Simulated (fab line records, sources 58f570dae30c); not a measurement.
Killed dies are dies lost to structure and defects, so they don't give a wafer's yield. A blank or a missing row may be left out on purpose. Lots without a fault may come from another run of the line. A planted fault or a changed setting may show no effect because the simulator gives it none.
Which tool did it? | flow berkeley_cmos170 | 14 lots, 42 wafers sampled, at 3 steps of a route of 331

WHAT THE GAUGES READ, wafer by wafer
UCB170_START_THK_MEAS_03. Usual: START_OXIDE_THK 20.1 nm, standard deviation 0.41.
lot  | measured    | on            | START_OXIDE_THK (nm) | flag
L918 | day 2 01:23 | film_metro-04 | 20.4 20.2 20.4       |
L920 | day 2 12:14 | film_metro-01 | 20.4 20.6 20.6       |
L921 | day 2 15:39 | film_metro-01 | 20.4 20.5 20.4       |
L922 | day 2 20:36 | film_metro-01 | 20.2 20.4 20.4       |
L923 | day 3 05:22 | film_metro-04 | 19.8 20.0 19.7       |
L924 | day 3 05:22 | film_metro-01 | 20.1 19.8 19.6       |
L926 | day 3 17:50 | film_metro-02 | 20.9 20.7 20.8       |
L930 | day 4 14:40 | film_metro-02 | 20.2 20.1 20.3       |
L931 | day 4 14:40 | film_metro-04 | 19.9 19.9 19.5       |
L932 | day 4 23:56 | film_metro-01 | 19.8 19.6 19.6       |
L934 | day 5 05:47 | film_metro-02 | 20.1 20.2 20.0       |
L937 | day 6 00:18 | film_metro-02 | 19.2 19.5 19.3       |
L938 | day 6 04:48 | film_metro-04 | 19.8 19.6 19.7       |
L939 | day 6 13:04 | film_metro-04 | 19.8 20.0 19.9       |

UCB170_FIELD_THK_MEAS_90. Usual: FIELD_OXIDE_LEFT_1_THK 447 nm, standard deviation 13.
lot  | measured     | on            | FIELD_OXIDE_LEFT_1_THK (nm) | flag
L918 | day 6 02:42  | film_metro-04 | 465 454 453                 |
L920 | day 6 17:04  | film_metro-04 | 462 452 452                 |
L921 | day 6 17:01  | film_metro-03 | 453 451 458                 |
L922 | day 6 17:01  | film_metro-04 | 462 454 455                 |
L923 | day 7 10:08  | film_metro-02 | 471 468 464                 |
L924 | day 7 10:08  | film_metro-04 | 452 447 447                 |
L926 | day 8 02:08  | film_metro-03 | 442 444 441                 |
L930 | day 8 17:37  | film_metro-02 | 426 421 421                 |
L931 | day 8 17:37  | film_metro-04 | 420 425 427                 |
L932 | day 9 14:38  | film_metro-02 | 425 436 436                 |
L934 | day 9 14:22  | film_metro-02 | 437 442 437                 |
L937 | day 10 11:10 | film_metro-02 | 453 441 447                 |
L938 | day 10 19:28 | film_metro-03 | 440 449 439                 |
L939 | day 10 19:33 | film_metro-02 | 437 443 434                 |

UCB170_M1_OVL_MEAS_10. Usual: M1_OVL 1 nm, standard deviation 5.3.
lot  | measured     | on         | M1_OVL (nm) | flag
L918 | day 9 01:42  | overlay-02 | 1 -2 -3     |
L920 | day 9 10:50  | overlay-02 | 4 0 7       |
L921 | day 9 09:23  | overlay-02 | 17 -4 1     |
L922 | day 9 11:07  | overlay-02 | 2 -3 7      |
L923 | day 9 22:07  | overlay-01 | -2 5 4      |
L924 | day 10 01:23 | overlay-01 | 1 -3 0      |
L926 | day 10 09:56 | overlay-02 | 3 4 5       |
L930 | day 11 07:43 | overlay-01 | -1 -7 1     |
L931 | day 11 07:28 | overlay-01 | -1 -3 10    |
L932 | day 12 03:27 | overlay-01 | 6 1 0       |
L934 | day 12 03:44 | overlay-02 | 6 3 9       |
L937 | day 13 01:26 | overlay-01 | 3 1 -3      |
L938 | day 13 11:10 | overlay-01 | 1 8 5       |
L939 | day 13 10:21 | overlay-01 | -7 5 -2     |

WHICH TOOL RAN EACH LOT (tool, then ch and the chambers of the sampled wafers, then the start)
The record holds no process step before these readings.

WHAT THE TOOLS THEMSELVES READ (means of the sampled wafers that have a number; where no wafer has one, the mark that the record gives instead)
The record holds no such reading with a usual standard deviation.

THE ANSWER, worked out from the rows above alone
Rule: a lot is off if the mean of its wafers that have a number lies more than 3 standard deviations from the usual mean. A lot without any number at a reading at which 4 lots or more have one is off too. The other lots that the step has rows for count as sound. The gauges are gone through in route order, then the tools' own readings, and for those a lot's mean is taken as printed above. The first step at which some lot is off is used, and at that step the reading that is off furthest; a lot without a number counts as furthest.
No lot is off at any reading shown: from this, nothing can be told.

WHAT THE SIMULATOR HAD PUT IN
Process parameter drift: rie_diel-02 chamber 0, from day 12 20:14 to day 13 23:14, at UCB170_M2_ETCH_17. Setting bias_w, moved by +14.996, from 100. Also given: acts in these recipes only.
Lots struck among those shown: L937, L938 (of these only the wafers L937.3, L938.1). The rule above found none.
